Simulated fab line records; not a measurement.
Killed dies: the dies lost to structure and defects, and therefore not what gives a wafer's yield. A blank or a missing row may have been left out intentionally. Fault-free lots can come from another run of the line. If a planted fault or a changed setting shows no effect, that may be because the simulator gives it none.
2 desks looking at one fault	flow berkeley-cmos170	each desk holds nothing but its own numbers, with what lay behind them at the end

METROLOGY DESK
Lot by lot, what the gauges showed, no matter which tool ran the lot: averages of those sampled wafers that carry a number. Any lot whose mean is over 4 standard deviations away from the usual mean is out of limits and marked OUT; that distance is given in the brackets.
Columns: A = M1_AL_RS at UCB170_M1_RS_MEAS_01, usual 0.0482 ohm/sq; B = M1_AL_THK at UCB170_M1_THK_MEAS_02, usual 581 nm; C = cd-nm at UCB170_M1_CD_MEAS_09, usual 699.7 nm; D = M1_OVL at UCB170_M1_OVL_MEAS_10, usual 0 nm
lot	first seen here	A	B	C	D
L409	day 9 19:38	0.0476	589	698.2	-3
L412	day 10 04:59	0.0479	583	697.4	1
L418	day 11 04:26	0.0490	575	700.1	-2
L417	day 11 04:41	0.0483	581	698.1	4
L416	day 11 09:46	0.0488	574	699.3	2
L422	day 12 08:22	0.0477	586	699.5	-1
This desk's verdict: no lot among the 6 shows anything out of limits.

FOR THE TOOL OWNER'S DESK: rie-metal-02
The tool's own readings at UCB170_M1_METAL_ETCH_12 (etches Al in Cl2/BCl3, stops on PSG, target depth 780 nm, time 130 s): means of the sampled wafers that have a number, for each lot that ran on this tool. Any lot whose mean is over 4 standard deviations away from the usual mean is out of limits and marked OUT; that distance is given in the brackets.
Columns: A = drypump-motor-current-A at UCB170_M1_METAL_ETCH_12, usual 6.0 A; B = oes-product-au at UCB170_M1_METAL_ETCH_12, usual 0.862 a.u.; C = throttle-valve-pct at UCB170_M1_METAL_ETCH_12, usual 24.55 %
lot	first seen here	A	B	C
L412	day 10 06:35	6.3	0.884	24.52
L418	day 11 05:46	5.4	0.840	24.57
L416	day 11 11:27	5.3	0.840	24.58
This desk's verdict: no lot among the 3 shows anything out of limits.

TAKEN TOGETHER
From the metrology desk's view, nothing was out of limits.
The tool owner's desk saw nothing out of limits.

WHAT THE SIMULATOR PUT IN
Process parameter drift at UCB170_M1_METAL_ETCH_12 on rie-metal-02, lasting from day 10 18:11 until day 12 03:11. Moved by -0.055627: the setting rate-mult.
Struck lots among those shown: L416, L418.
